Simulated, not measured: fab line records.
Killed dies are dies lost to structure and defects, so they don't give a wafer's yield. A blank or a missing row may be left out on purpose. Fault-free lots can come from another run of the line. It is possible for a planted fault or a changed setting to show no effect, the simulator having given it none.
8D (eight disciplines) problem report, filled in by code -- flow berkeley-cmos170 -- the parts of the form that need people (team, actions taken, sign-off) are left out

1. THE ISSUE
NSD_TW at UCB170_NSD_TW_MEAS_10 reads a mean of 30 on 3 wafers of 1 lot; wafers without a fault read 4140 with a standard deviation of 17. That is -99 or more standard deviations from the usual mean.
Earliest sighting: wafer L693.2 on film-metro-02 at day 11 10:28. The record holds 39 wafers of 13 lots with a number at this step. Rule for "out", or "out of limits": more than 4 standard deviations from the usual mean. Any other wafer with a number is counted as sound.

2. WHAT IT IS; WHAT IT IS NOT
question,is,is not
which readings at this step,NSD_TW,-
which lots,L693,"L676, L677, L680, L682, L683, L684, L687, L692, L694, L697, L698, L699"
which wafers of those lots,all that have a number,-
read on which gauges,film-metro-02,"film-metro-03, film-metro-04"
when,from day 11 10:28,"up to then (21 sound wafers); but 15 sound wafers of L692, L694, L697, L698, L699 came after"

3. WHAT RULES OUT EACH SUSPECT
Counting: a tool stays on the suspect list if, at a process step up to the reading, it processed all lots that are out and no sound lot following the first of them.
- ruled out: the gauge at UCB170_NSD_TW_MEAS_10. All the wafers that are out were read on film-metro-02, but those of them that UCB170_PSD_STRIP_09 has rows for are out there too, on other tools.
- plasma-asher-03 at UCB170_NVT_STRIP_08 (strips in O2): ruled out as a lasting fault. The sound lots L699 went through it after L693, its earliest lot that is out (day 10 00:20).
- plasma-asher-02 at UCB170_PSD_STRIP_09 (strips in O2): kept. It ran the lot that is out, L693 (day 11 04:41), and no sound lot after that; its last sound lot up to then is L683 (day 9 06:37). Its own readings are out on those wafers: oes-product-au.
- plasma-asher-03 at UCB170_NSD_STRIP_09 (strips in O2): ruled out as a lasting fault. The sound lots L699, L698 went through it after L693, its earliest lot that is out (day 11 10:21).
Remaining after the count: plasma-asher-02 at UCB170_PSD_STRIP_09.

4. THE CAUSE (what the simulator had put in)
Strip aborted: plasma-asher-02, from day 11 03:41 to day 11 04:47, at UCB170_PSD_STRIP_09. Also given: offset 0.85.
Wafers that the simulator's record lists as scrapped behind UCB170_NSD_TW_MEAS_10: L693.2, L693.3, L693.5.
This tool alone remained once counting was done.

5. THE CHAIN OF EFFECTS, in route order
Rows list readings where the struck wafers' mean (over those with a number) sits beyond 3 standard deviations from the usual. Readings are gone through only where the record gives a usual standard deviation; hours: the median, over the lots, of the time from a lot's start at the first step in this table giving one to that lot's start at this step; sigmas: the change measured in usual standard deviations.
hours,step,reading,usual,on struck wafers,change,sigmas
0,UCB170_PSD_STRIP_09,oes-product-au,0.600 a.u.,0.440,-0.160,-39
6,UCB170_NSD_STRIP_09,oes-product-au,0.534 a.u.,0.610,+0.076,+17
6,UCB170_NSD_STRIP_09,strip-time-to-endpoint-s,35.81 s,56.19,+20.38,+99 or more
6,UCB170_NSD_TW_MEAS_10,NSD_TW,4140,30,-4110,-99 or more
The process steps in it:
- UCB170_PSD_STRIP_09: strips in O2.
- UCB170_NSD_STRIP_09: strips in O2.
Readings that are blank on the struck wafers while sound wafers have them: strip-time-to-endpoint-s at UCB170_PSD_STRIP_09.

6. WHAT WOULD HAVE CAUGHT IT SOONER
In this record the first reading out of limits at a measuring or inspecting step was taken at day 11 10:28, 7 hours after the fault began at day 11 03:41.
The tool's own readings at UCB170_PSD_STRIP_09 were out on every struck wafer that the step has a row for (oes-product-au): an alarm limit on them would have fired on the first of those.
The start of UCB170_PSD_STRIP_09 on plasma-asher-02 came by day 11 10:28 for every one of the lots that are out (1). Had the tool been put on hold then, not one of them would have been saved.
